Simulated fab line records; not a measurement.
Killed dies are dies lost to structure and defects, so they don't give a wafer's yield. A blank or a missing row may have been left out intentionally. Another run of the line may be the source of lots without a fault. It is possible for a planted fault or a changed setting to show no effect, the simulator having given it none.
2 desks, one fault	flow rit-cmos	each desk has only its own numbers; what lay behind them comes last

AT THE METROLOGY DESK
What the gauges read, lot by lot, whatever tool the lot ran on: means of the sampled wafers that have a number. The brackets show how far a lot's mean lies from the usual mean; more than 4 standard deviations puts the lot out of limits, marked OUT.
Columns: A = FOX2_OXIDE_THK at RIT_FOX2_THK_MEAS_01, usual 352 nm
lot	first seen here	A
L820	day 2 05:52	346
L821	day 2 11:46	355
L822	day 2 15:29	351
L823	day 2 19:51	353
L824	day 2 23:14	355
L826	day 4 02:40	352
L827	day 4 02:40	357
L828	day 4 08:07	347
L829	day 4 08:07	363
L831	day 4 20:59	354
L833	day 5 00:41	360
L834	day 5 04:23	355
L835	day 5 13:35	351
L841	day 6 10:25	347
L842	day 6 14:31	349
Finding of this desk: none of the 15 lots has anything out of limits.

THE TOOL OWNER'S DESK: rie-diel-01
The tool's own readings at RIT_CONTACT_ETCH_11 (etches SiO2 in CHF3/CF4/Ar, stops on TiSi2, target depth 480 nm, time 320 s): means of the sampled wafers that have a number, for each lot that ran on this tool. The brackets show how far a lot's mean lies from the usual mean; more than 4 standard deviations puts the lot out of limits, marked OUT.
Columns: A = drypump-motor-current-A at RIT_CONTACT_ETCH_11, usual 5.9 A; B = mfc-ar-sccm at RIT_CONTACT_ETCH_11, usual 100.0 sccm; C = oes-product-au at RIT_CONTACT_ETCH_11, usual 0.984 a.u.; D = rf-fwd-power-W at RIT_CONTACT_ETCH_11, usual 199.6 W; E = throttle-valve-pct at RIT_CONTACT_ETCH_11, usual 8.89 %
lot	first seen here	A	B	C	D	E
L820	day 4 04:26	5.8	99.9	0.973	198.8	8.91
L821	day 4 17:17	5.8	100.1	0.976	199.9	8.90
L824	day 5 05:47	5.5	100.3	0.975	199.7	8.80
L826	day 6 00:39	5.5	100.3	0.978	199.2	8.80
L829	day 6 05:19	5.8	99.8	0.977	299.8 (+99 or more) OUT	8.91
L828	day 6 09:23	6.0	99.9	0.982	299.0 (+99 or more) OUT	8.82
L833	day 6 18:11	5.2	100.2	0.970	299.3 (+99 or more) OUT	8.83
This desk finds L828, L829, L833 out of limits, L829 being first, at day 6 05:19 (rf-fwd-power-W at RIT_CONTACT_ETCH_11). L820, L821, L824, L826: within limits.

PUT TOGETHER
An alarm could have come from the tool owner's desk at day 6 05:19, on L828, L829, L833.
At the metrology desk, nothing out of limits was observed.
The metrology desk holds a record of L828, L829, L833, inside its limits.
On rie-diel-01, each named lot ran RIT_CONTACT_ETCH_11.

WHAT THE SIMULATOR HAD INSERTED
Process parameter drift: rie-diel-01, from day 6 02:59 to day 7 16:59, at RIT_CONTACT_ETCH_11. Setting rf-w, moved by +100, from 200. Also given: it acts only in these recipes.
Lots struck among those shown: L828, L829, L833.
Delay in hours, fault start to first out-of-limits reading, by desk: the tool owner's desk at 2.
